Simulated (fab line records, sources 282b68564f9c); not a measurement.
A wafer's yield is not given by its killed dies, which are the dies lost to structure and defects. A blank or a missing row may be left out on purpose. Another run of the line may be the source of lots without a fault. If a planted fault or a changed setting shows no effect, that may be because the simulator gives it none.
Lot-split experiment ; flow rit-cmos ; 23 wafers read from 5 lots, route of 202 steps

== THE SPLIT ==
At RIT_PSD_IMPLANT_08, the setting energy-kev was moved away from the recipe's 27 on 9 of the 23 wafers read, by -4.2% to +5.3%. The other wafers ran this setting at the recipe's value.

== FROM THE SPLIT TO THE READING: what the file shows between them, 6 steps ==
- RIT_PSD_STRIP_09: strips in O2, time 180 s
- RIT_PSD_TW_MEAS_10
- RIT_SDANNEAL_CLEAN_00: cleans in SC1, time 600 s
- RIT_SDANNEAL_CLEAN_01: cleans in dHF, time 30 s
- RIT_SDANNEAL_CLEAN_02: cleans in SC2, time 600 s
- RIT_SDANNEAL_RTA_03: time 5 s

== THE READING ==
PSD_RS (ohm/sq), read at RIT_SDANNEAL_RS_MEAS_04 with a four-point probe. A value of 116.0 ohm/sq with a standard deviation of 0.35 ohm/sq is what fault-free wafers of this fab line usually give.

wafer;tool, chamber at the split;energy-kev as run;against the recipe;PSD_RS, ohm/sq;against lot-mates on the recipe
L074.1;implanter-01, 0;27.42;+1.6%;115.5;-0.6
L074.2;implanter-01, 0;27;recipe;116.0;-
L074.3;implanter-01, 0;27;recipe;116.0;-
L074.5;implanter-01, 0;27.42;+1.6%;115.0;-1.1
L074.6;implanter-01, 0;27;recipe;116.2;-
L079.1;implanter-03, 0;25.87;-4.2%;119.0;+3.0
L079.2;implanter-03, 0;25.87;-4.2%;118.8;+2.8
L079.3;implanter-03, 0;25.87;-4.2%;118.6;+2.6
L079.5;implanter-03, 0;27;recipe;116.0;-
L079.6;implanter-03, 0;27;recipe;116.0;-
L080.1;implanter-01, 0;28.07;+4.0%;113.6;-2.2
L080.2;implanter-01, 0;27;recipe;115.9;-
L080.3;implanter-01, 0;27;recipe;115.7;-
L080.4;implanter-01, 0;27;recipe;115.8;-
L080.5;implanter-01, 0;28.07;+4.0%;113.5;-2.3
L084.1;implanter-03, 0;27;recipe;115.7;-
L084.2;implanter-03, 0;27;recipe;115.6;-
L084.3;implanter-03, 0;27;recipe;115.5;-
L085.1;implanter-03, 0;27;recipe;115.8;-
L085.2;implanter-03, 0;28.43;+5.3%;113.3;-2.6
L085.4;implanter-03, 0;27;recipe;116.0;-
L085.5;implanter-03, 0;28.43;+5.3%;112.9;-3.0
L085.6;implanter-03, 0;27;recipe;116.0;-

THE FIT
A straight line over all 23 wafers: PSD_RS changes by -0.604 ohm/sq for each +1% of energy-kev; r = -0.99; the points scatter about the line by 0.27 ohm/sq.
The same after taking each lot's own level away (the mean of its wafers on the recipe; 23 wafers): -0.596 ohm/sq for each +1%; r = -0.99; scatter 0.19 ohm/sq.
That fit puts the effect of the largest move of energy-kev on the reading at 3.2 ohm/sq.
Measured against the standard deviation above, the lots' own levels, which go from 115.60 to 116.07 ohm/sq, span 1.3 times it.
The two slopes are in agreement: the lot-to-lot level therefore moves the slope only a little.
Check: with one of the wafers moved furthest among these (+5.3%) left out of the fit, the line predicts -3.19 ohm/sq for it against its lot-mates. It came out at -2.63 ohm/sq against them.

== THE WHOLE CHAIN: every reading that the file lists as answering this split, in the file's order ==
step;what it does;reading;change (the file's fit);r (the file's)
RIT_PSD_IMPLANT_08;;implant.rp-nm (the simulator's own value, which no gauge read);+0.176 nm for each +1% of the setting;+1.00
RIT_PSD_IMPLANT_08;;implant.drp-nm (the simulator's own value, which no gauge read);+0.0845 nm for each +1% of the setting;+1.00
RIT_PSD_TW_MEAS_10;;PSD_TW;+8.78 for each +1% of the setting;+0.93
RIT_SDANNEAL_RS_MEAS_04;measures by four-point-probe;PSD_RS;-0.577 for each +1% of the setting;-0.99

== FILE'S OWN FIT ==
PSD_RS changes by -0.577 ohm/sq for each +1% of energy-kev, r = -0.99.
